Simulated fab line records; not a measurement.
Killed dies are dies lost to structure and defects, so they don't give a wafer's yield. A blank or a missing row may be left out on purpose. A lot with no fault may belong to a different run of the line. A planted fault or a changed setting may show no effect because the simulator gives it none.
fab line records :: flow rit-cmos
record:
  lots: 6
  wafers: 18
  last-day: 7
route steps=202 shown NSD@141 PSD@142 SDANNEAL@153 M1@202
lots that met no fault: from a run of the same line without faults
start-h: the number of hours between the record's first day and the start of the first shown wafer of the lot :: wait-h: hours from the lot's prior step to this one :: " repeats the value in the row above :: L1.1+2: a row that stands for several wafers :: - no value, or no start was given :: * or withheld: withheld :: < > ~ a bound
route shown NAME@n: a module of which the file shows steps, and the number in the route of the first :: usual: average and standard deviation across the fault-free wafers :: same: alike in all rows :: chamber/n: place in a boat :: sites: the reading at each site :: _std_site: standard deviation of those values :: _edge_site: mean of outer sites minus mean of inner sites :: radius-mm: for every site, how far away it sits from the centre of the wafer :: mask NAME#n: copy n :: behind: tool/chamber where the wafer was last shaped :: hold: why the lot was held/for how many hours/how that ended :: device: the n, p or np transistor that did not switch :: end of line: tests of these same wafers at the route's end :: a step given without rows: its recipe and nothing more :: killed: dies lost to structure and defects at the first sort, not the wafer's yield :: map: a wafer's dies, x killed, . not, _ none there
set.NAME: the setting as run; set.NAME@STEP: as run at that earlier step :: model.NAME: the simulator's own value behind a step, which no gauge read
lots at selected steps of the route; one table per step, one row per wafer
services: from which hour (start-h, from the record's first day; less than 0 if before it) a tool's chamber was out of use, for how many hours, and why
== steps ==
step: RIT_NSD_TW_MEAS_10
usual:
  NSD_TW: 3119/31
lot.wafer: L190.2
tool: film-metro-01
chamber: -
start-h: 53.24
wait-h: 0.1
NSD_TW: 3110

lot.wafer: L190.4
tool: film-metro-01
chamber: -
start-h: 53.24
wait-h: 0.1
NSD_TW: 3135

lot.wafer: L190.5
tool: film-metro-01
chamber: -
start-h: 53.24
wait-h: 0.1
NSD_TW: 3132

lot.wafer: L200.1
tool: film-metro-03
chamber: -
start-h: 101.87
wait-h: 0.1
NSD_TW: 3158

lot.wafer: L200.5
tool: film-metro-03
chamber: -
start-h: 101.87
wait-h: 0.1
NSD_TW: 3158

lot.wafer: L200.6
tool: film-metro-03
chamber: -
start-h: 101.87
wait-h: 0.1
NSD_TW: 3147

lot.wafer: L202.1
tool: film-metro-04
chamber: -
start-h: 112.04
wait-h: 0.1
NSD_TW: 3080

lot.wafer: L202.2
tool: film-metro-04
chamber: -
start-h: 112.04
wait-h: 0.1
NSD_TW: 3085

lot.wafer: L202.3
tool: film-metro-04
chamber: -
start-h: 112.04
wait-h: 0.1
NSD_TW: 3073

lot.wafer: L203.4
tool: film-metro-04
chamber: -
start-h: 117.92
wait-h: 0.1
NSD_TW: 3081

lot.wafer: L203.5
tool: film-metro-04
chamber: -
start-h: 117.92
wait-h: 0.1
NSD_TW: 3073

lot.wafer: L203.6
tool: film-metro-04
chamber: -
start-h: 117.92
wait-h: 0.1
NSD_TW: 3068

lot.wafer: L209.2
tool: film-metro-03
chamber: -
start-h: 147.96
wait-h: 0.1
NSD_TW: 3154

lot.wafer: L209.3
tool: film-metro-03
chamber: -
start-h: 147.96
wait-h: 0.1
NSD_TW: 3155

lot.wafer: L209.6
tool: film-metro-03
chamber: -
start-h: 147.96
wait-h: 0.1
NSD_TW: 3150

lot.wafer: L212.1
tool: film-metro-04
chamber: -
start-h: 163.76
wait-h: 0.1
NSD_TW: 3077

lot.wafer: L212.3
tool: film-metro-04
chamber: -
start-h: 163.76
wait-h: 0.1
NSD_TW: 3076

lot.wafer: L212.5
tool: film-metro-04
chamber: -
start-h: 163.76
wait-h: 0.1
NSD_TW: 3071
step: RIT_PSD_HMDS_00
recipe:
  prime-time-s: 60
  prime-temp-c: 140
step: RIT_PSD_COAT_01
recipe:
  resist: NOVOLAK
  spin-rpm: 3250
  resist-thk-nm: 1000
step: RIT_PSD_SOFTBAKE_02
recipe:
  resist: NOVOLAK
  temp-c: 90
  time-s: 60
step: RIT_PSD_EXPOSE_03
recipe:
  mask-id: M10
  na: 0.57
  target-cd-nm: 40900
  dose-mj: 250
step: RIT_PSD_PEB_04
recipe:
  resist: NOVOLAK
  temp-c: withheld
  time-s: withheld
step: RIT_PSD_DEVELOP_05
recipe:
  resist: NOVOLAK
  develop-time-s: 50
  dev-temp-c: 23
step: RIT_PSD_OVL_MEAS_06
usual:
  PSD_OVL: 0.1/1.2
lot.wafer: L190.2
tool: overlay-02
chamber: -
start-h: 54.27
wait-h: -
PSD_OVL[nm]: 1.9

lot.wafer: L190.4
tool: overlay-02
chamber: -
start-h: 54.27
wait-h: -
PSD_OVL[nm]: 0.8

lot.wafer: L190.5
tool: overlay-02
chamber: -
start-h: 54.27
wait-h: -
PSD_OVL[nm]: 1.6

lot.wafer: L200.1
tool: overlay-02
chamber: -
start-h: 102.78
wait-h: -
PSD_OVL[nm]: -0.9

lot.wafer: L200.5
tool: overlay-02
chamber: -
start-h: 102.78
wait-h: -
PSD_OVL[nm]: -0.7

lot.wafer: L200.6
tool: overlay-02
chamber: -
start-h: 102.78
wait-h: -
PSD_OVL[nm]: -0.1

lot.wafer: L202.1
tool: overlay-02
chamber: -
start-h: 113.07
wait-h: -
PSD_OVL[nm]: 1.7

lot.wafer: L202.2
tool: overlay-02
chamber: -
start-h: 113.07
wait-h: -
PSD_OVL[nm]: 1.0

lot.wafer: L202.3
tool: overlay-02
chamber: -
start-h: 113.07
wait-h: -
PSD_OVL[nm]: 0.3

lot.wafer: L203.4
tool: overlay-02
chamber: -
start-h: 118.82
wait-h: -
PSD_OVL[nm]: 1.9

lot.wafer: L203.5
tool: overlay-02
chamber: -
start-h: 118.82
wait-h: -
PSD_OVL[nm]: 0.5

lot.wafer: L203.6
tool: overlay-02
chamber: -
start-h: 118.82
wait-h: -
PSD_OVL[nm]: 0.1

lot.wafer: L209.2
tool: overlay-02
chamber: -
start-h: 148.86
wait-h: -
PSD_OVL[nm]: -0.8

lot.wafer: L209.3
tool: overlay-02
chamber: -
start-h: 148.86
wait-h: -
PSD_OVL[nm]: 0.0

lot.wafer: L209.6
tool: overlay-02
chamber: -
start-h: 148.86
wait-h: -
PSD_OVL[nm]: 0.5

lot.wafer: L212.1
tool: overlay-02
chamber: -
start-h: 164.67
wait-h: -
PSD_OVL[nm]: 0.8

lot.wafer: L212.3
tool: overlay-02
chamber: -
start-h: 164.67
wait-h: -
PSD_OVL[nm]: -0.4

lot.wafer: L212.5
tool: overlay-02
chamber: -
start-h: 164.67
wait-h: -
PSD_OVL[nm]: 0.3
step: RIT_PSD_HARDBAKE_07
recipe:
  resist: NOVOLAK
  temp-c: 140
  time-s: 60
step: RIT_PSD_IMPLANT_08
recipe:
  species: BF2
  energy-kev: 27
  dose-cm2: 5e+15
  tilt-deg: 7
step: RIT_PSD_STRIP_09
recipe:
  chemistry: O2
  time-s: 180
  resist: NOVOLAK
  platen-temp-c: withheld
  power-w: 500
  pressure-mtorr: 4000
  o2-flow-sccm: 4000
usual:
  drypump-motor-current-A: 5.8/0.49
lot.wafer: L190.2
tool: plasma-asher-03
chamber: 1
start-h: 54.60
wait-h: 0.1
drypump-motor-current-A: 5.7
rf-hours-counter-h: 44

lot.wafer: L190.4
tool: plasma-asher-03
chamber: 0
start-h: 54.60
wait-h: 0.1
drypump-motor-current-A: 6.7
rf-hours-counter-h: -

lot.wafer: L190.5
tool: plasma-asher-03
chamber: 1
start-h: 54.60
wait-h: 0.1
drypump-motor-current-A: 5.7
rf-hours-counter-h: -

lot.wafer: L200.1
tool: plasma-asher-02
chamber: 0
start-h: 103.11
wait-h: 0.1
drypump-motor-current-A: 6.1
rf-hours-counter-h: 49

lot.wafer: L200.5
tool: plasma-asher-02
chamber: 0
start-h: 103.11
wait-h: 0.1
drypump-motor-current-A: 6.1
rf-hours-counter-h: -

lot.wafer: L200.6
tool: plasma-asher-02
chamber: 1
start-h: 103.11
wait-h: 0.1
drypump-motor-current-A: 5.1
rf-hours-counter-h: -

lot.wafer: L202.1
tool: plasma-asher-02
chamber: 0
start-h: 113.41
wait-h: 0.1
drypump-motor-current-A: 6.2
rf-hours-counter-h: 51

lot.wafer: L202.2
tool: plasma-asher-02
chamber: 1
start-h: 113.41
wait-h: 0.1
drypump-motor-current-A: 5.1
rf-hours-counter-h: 51

lot.wafer: L202.3
tool: plasma-asher-02
chamber: 0
start-h: 113.41
wait-h: 0.1
drypump-motor-current-A: 6.2
rf-hours-counter-h: -

lot.wafer: L203.4
tool: plasma-asher-04
chamber: 1
start-h: 119.19
wait-h: 0.1
drypump-motor-current-A: 5.7
rf-hours-counter-h: -

lot.wafer: L203.5
tool: plasma-asher-04
chamber: 1
start-h: 119.19
wait-h: 0.1
drypump-motor-current-A: 5.7
rf-hours-counter-h: -

lot.wafer: L203.6
tool: plasma-asher-04
chamber: 0
start-h: 119.19
wait-h: 0.1
drypump-motor-current-A: 5.9
rf-hours-counter-h: -

lot.wafer: L209.2
tool: plasma-asher-02
chamber: 0
start-h: 149.19
wait-h: 0.1
drypump-motor-current-A: 6.1
rf-hours-counter-h: 55

lot.wafer: L209.3
tool: plasma-asher-02
chamber: 1
start-h: 149.19
wait-h: 0.1
drypump-motor-current-A: 5.1
rf-hours-counter-h: -

lot.wafer: L209.6
tool: plasma-asher-02
chamber: 0
start-h: 149.19
wait-h: 0.1
drypump-motor-current-A: 6.1
rf-hours-counter-h: -

lot.wafer: L212.1
tool: plasma-asher-02
chamber: 1
start-h: 165.02
wait-h: 0.1
drypump-motor-current-A: 5.2
rf-hours-counter-h: 56

lot.wafer: L212.3
tool: plasma-asher-02
chamber: 1
start-h: 165.02
wait-h: 0.1
drypump-motor-current-A: 5.1
rf-hours-counter-h: -

lot.wafer: L212.5
tool: plasma-asher-02
chamber: 0
start-h: 165.02
wait-h: 0.1
drypump-motor-current-A: 6.2
rf-hours-counter-h: -
step: RIT_PSD_TW_MEAS_10
usual:
  PSD_TW: 3438/29
lot.wafer: L190.2
tool: film-metro-01
chamber: -
start-h: 54.78
wait-h: 0.1
PSD_TW: 3432

lot.wafer: L190.4
tool: film-metro-01
chamber: -
start-h: 54.78
wait-h: 0.1
PSD_TW: 3430

lot.wafer: L190.5
tool: film-metro-01
chamber: -
start-h: 54.78
wait-h: 0.1
PSD_TW: 3436

lot.wafer: L200.1
tool: film-metro-03
chamber: -
start-h: 103.32
wait-h: 0.1
PSD_TW: 3462

lot.wafer: L200.5
tool: film-metro-03
chamber: -
start-h: 103.32
wait-h: 0.1
PSD_TW: 3466

lot.wafer: L200.6
tool: film-metro-03
chamber: -
start-h: 103.32
wait-h: 0.1
PSD_TW: 3459

lot.wafer: L202.1
tool: film-metro-04
chamber: -
start-h: 113.58
wait-h: 0.1
PSD_TW: 3388

lot.wafer: L202.2
tool: film-metro-04
chamber: -
start-h: 113.58
wait-h: 0.1
PSD_TW: 3393

lot.wafer: L202.3
tool: film-metro-04
chamber: -
start-h: 113.58
wait-h: 0.1
PSD_TW: 3391

lot.wafer: L203.4
tool: film-metro-04
chamber: -
start-h: 119.34
wait-h: 0.1
PSD_TW: 3410

lot.wafer: L203.5
tool: film-metro-04
chamber: -
start-h: 119.34
wait-h: 0.1
PSD_TW: 3374

lot.wafer: L203.6
tool: film-metro-04
chamber: -
start-h: 119.34
wait-h: 0.1
PSD_TW: 3378

lot.wafer: L209.2
tool: film-metro-01
chamber: -
start-h: 149.38
wait-h: 0.1
PSD_TW: 3436

lot.wafer: L209.3
tool: film-metro-01
chamber: -
start-h: 149.38
wait-h: 0.1
PSD_TW: 3456

lot.wafer: L209.6
tool: film-metro-01
chamber: -
start-h: 149.38
wait-h: 0.1
PSD_TW: 3449

lot.wafer: L212.1
tool: film-metro-03
chamber: -
start-h: 165.20
wait-h: 0.1
PSD_TW: 3453

lot.wafer: L212.3
tool: film-metro-03
chamber: -
start-h: 165.20
wait-h: 0.1
PSD_TW: 3451

lot.wafer: L212.5
tool: film-metro-03
chamber: -
start-h: 165.20
wait-h: 0.1
PSD_TW: 3451
step: RIT_SDANNEAL_CLEAN_00
recipe:
  chemistry: SC1
  mix: 3:3:50
  time-s: 600
  temp-c: 75
usual:
  bath-guard-temp-C: 75.3/0.45
  run-length-s: 628/3.6
lot.wafer: L190.2
tool: wet-bench-01
chamber: 0
start-h: 54.83
wait-h: 0.0
bath-guard-temp-C: 75.5
run-length-s: 624

lot.wafer: L190.4
tool: wet-bench-01
chamber: 0
start-h: 54.83
wait-h: 0.0
bath-guard-temp-C: 75.6
run-length-s: 624

lot.wafer: L190.5
tool: wet-bench-01
chamber: 0
start-h: 54.83
wait-h: 0.0
bath-guard-temp-C: 75.0
run-length-s: 624

lot.wafer: L200.1
tool: wet-bench-02
chamber: 3
start-h: 103.38
wait-h: 0.1
bath-guard-temp-C: 76.2
run-length-s: 634

lot.wafer: L200.5
tool: wet-bench-02
chamber: 3
start-h: 103.38
wait-h: 0.1
bath-guard-temp-C: 75.8
run-length-s: 634

lot.wafer: L200.6
tool: wet-bench-02
chamber: 3
start-h: 103.38
wait-h: 0.1
bath-guard-temp-C: 76.1
run-length-s: 634

lot.wafer: L202.1
tool: wet-bench-02
chamber: 1
start-h: 113.64
wait-h: 0.1
bath-guard-temp-C: 75.4
run-length-s: 540

lot.wafer: L202.2
tool: wet-bench-02
chamber: 1
start-h: 113.64
wait-h: 0.1
bath-guard-temp-C: 75.3
run-length-s: 540

lot.wafer: L202.3
tool: wet-bench-02
chamber: 1
start-h: 113.64
wait-h: 0.1
bath-guard-temp-C: 75.1
run-length-s: 540

lot.wafer: L203.4
tool: wet-bench-02
chamber: 3
start-h: 119.37
wait-h: 0.0
bath-guard-temp-C: 75.8
run-length-s: 541

lot.wafer: L203.5
tool: wet-bench-02
chamber: 3
start-h: 119.37
wait-h: 0.0
bath-guard-temp-C: 75.9
run-length-s: 541

lot.wafer: L203.6
tool: wet-bench-02
chamber: 3
start-h: 119.37
wait-h: 0.0
bath-guard-temp-C: 76.1
run-length-s: 541

lot.wafer: L209.2
tool: wet-bench-01
chamber: 3
start-h: 149.43
wait-h: 0.0
bath-guard-temp-C: 74.6
run-length-s: 626

lot.wafer: L209.3
tool: wet-bench-01
chamber: 3
start-h: 149.43
wait-h: 0.0
bath-guard-temp-C: 74.9
run-length-s: 626

lot.wafer: L209.6
tool: wet-bench-01
chamber: 3
start-h: 149.43
wait-h: 0.0
bath-guard-temp-C: 74.4
run-length-s: 626

lot.wafer: L212.1
tool: wet-bench-04
chamber: 1
start-h: 165.26
wait-h: 0.1
bath-guard-temp-C: 74.7
run-length-s: 633

lot.wafer: L212.3
tool: wet-bench-04
chamber: 1
start-h: 165.26
wait-h: 0.1
bath-guard-temp-C: 75.0
run-length-s: 633

lot.wafer: L212.5
tool: wet-bench-04
chamber: 1
start-h: 165.26
wait-h: 0.1
bath-guard-temp-C: 74.7
run-length-s: 633
step: RIT_SDANNEAL_CLEAN_01
recipe:
  chemistry: dHF
  dilution: 50:1
  time-s: 30
step: RIT_M1_PROBE_99
usual:
  killed-at-contacts: 0.1/0.26
  killed-at-front-end: 7.5/2.8
  killed-dies: 7.6/2.8
  killed-open: 3.9/2.1
  killed-short: 3.7/1.7
same:
  gross-dies: 264
  killed_at_M0_to_M3: 0
  killed_at_M4_up: 0
  killed-at-back-side: 0
  killed-at-other: 0
lot.wafer: L190.2
tool: prober-02
chamber: -
start-h: 62.74
wait-h: 0.1
killed-at-contacts: 0
killed-at-front-end: 6
killed-dies: 6
killed-open: 3
killed-short: 3

lot.wafer: L190.4
tool: prober-02
chamber: -
start-h: 62.84
wait-h: 0.2
killed-at-contacts: 0
killed-at-front-end: 8
killed-dies: 8
killed-open: 6
killed-short: 2

lot.wafer: L190.5
tool: prober-02
chamber: -
start-h: 62.89
wait-h: 0.2
killed-at-contacts: 0
killed-at-front-end: 7
killed-dies: 7
killed-open: 5
killed-short: 2

lot.wafer: L202.1
tool: prober-02
chamber: -
start-h: 121.46
wait-h: 0.1
killed-at-contacts: 0
killed-at-front-end: 8
killed-dies: 8
killed-open: 5
killed-short: 3

lot.wafer: L202.2
tool: prober-02
chamber: -
start-h: 121.51
wait-h: 0.1
killed-at-contacts: 0
killed-at-front-end: 7
killed-dies: 7
killed-open: 2
killed-short: 3

lot.wafer: L202.3
tool: prober-02
chamber: -
start-h: 121.56
wait-h: 0.2
killed-at-contacts: 0
killed-at-front-end: 4
killed-dies: 4
killed-open: 2
killed-short: 2

lot.wafer: L203.4
tool: prober-01
chamber: -
start-h: 128.59
wait-h: 0.2
killed-at-contacts: 0
killed-at-front-end: 7
killed-dies: 7
killed-open: 3
killed-short: 4

lot.wafer: L203.5
tool: prober-01
chamber: -
start-h: 128.64
wait-h: 0.2
killed-at-contacts: 0
killed-at-front-end: 7
killed-dies: 7
killed-open: 3
killed-short: 4

lot.wafer: L203.6
tool: prober-01
chamber: -
start-h: 128.69
wait-h: 0.2
killed-at-contacts: 0
killed-at-front-end: 9
killed-dies: 9
killed-open: 3
killed-short: 5
killed by level:class
L190.2 GATE:geometric-particle:short=2 FOX1:geometric-particle:open=1 FOX1:geometric-particle:short=1 FOX2:geometric-particle:open=1 GATE:geometric-particle:open=1
L190.4 GATE:geometric-particle:open=3 FOX1:geometric-particle:short=2 FOX2:geometric-particle:open=2 REOX:geometric-particle:open=1
L190.5 GATE:geometric-particle:open=3 FOX1:geometric-particle:short=1 REOX:geometric-particle:short=1 SPACER:geometric-particle:open=1 SILICIDE:geometric-particle:open=1
L202.1 SPACER:geometric-particle:open=3 GATE:geometric-particle:short=2 GATE:geometric-particle:open=1 SPACER:geometric-particle:short=1 SILICIDE:geometric-particle:open=1
L202.2 PLDD:coat-microbubble-printed=2 GATE:geometric-particle:short=1 SPACER:geometric-particle:open=1 SPACER:geometric-particle:short=1 SILICIDE:geometric-particle:short=1 SILICIDE:geometric-particle:open=1
L202.3 SPACER:geometric-particle:open=2 SPACER:geometric-particle:short=2
L203.4 GATE:geometric-particle:short=2 REOX:geometric-particle:short=2 FOX1:geometric-particle:open=1 GATE:geometric-particle:open=1 SILICIDE:geometric-particle:open=1
L203.5 FOX1:geometric-particle:short=2 GATE:geometric-particle:short=2 GATE:geometric-particle:open=2 SPACER:geometric-particle:open=1
L203.6 GATE:geometric-particle:open=2 SILICIDE:geometric-particle:short=2 GATE:geometric-particle:short=1 REOX:geometric-particle:short=1 SPACER:geometric-particle:short=1 SILICIDE:geometric-particle:open=1 NLDD:coat-microbubble-printed=1
== services ==
tool: plasma-asher-04
chamber: -
start-h: 108.75
hours: 9.0
kind: pm

tool: plasma-asher-04
chamber: 0
start-h: 108.75
hours: 9.0
kind: vent-cycle

tool: plasma-asher-04
chamber: 1
start-h: 108.75
hours: 9.0
kind: vent-cycle

tool: plasma-asher-04
chamber: 0
start-h: 117.75
hours: -
kind: clean

tool: plasma-asher-04
chamber: 1
start-h: 117.75
hours: -
kind: clean

tool: plasma-asher-03
chamber: -
start-h: 132.28
hours: 2.8
kind: pm
== key ==
first-sign:
  step: RIT_SDANNEAL_CLEAN_00
  reading: run-length-s
  direction: down
  sigmas: 24
  usual: *
  struck: *
effect none on later readings
met-at RIT_SDANNEAL_CLEAN_00
struck-wafers L202.1,L202.2,L202.3,L203.4,L203.5,L203.6
tester-left-out L202,L203
onset-between 103.38 113.64
fault:
  kind: process-parameter-drift
  tool: wet-bench-02
  chamber: -
  onset-h: 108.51
  steps: RIT_SDANNEAL_CLEAN_00
  channel: time-s
  offset: *
  shape: step
  end-h: 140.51
  acts-in: *
  stated: *
tester-left-out: of these lots the tester's yield and bins aren't shown, on N5 and GAA mostly nor the transistor test; their killed dies are dies lost to structure and defects alone, not to doping, threshold or leakage, so they don't give the yield
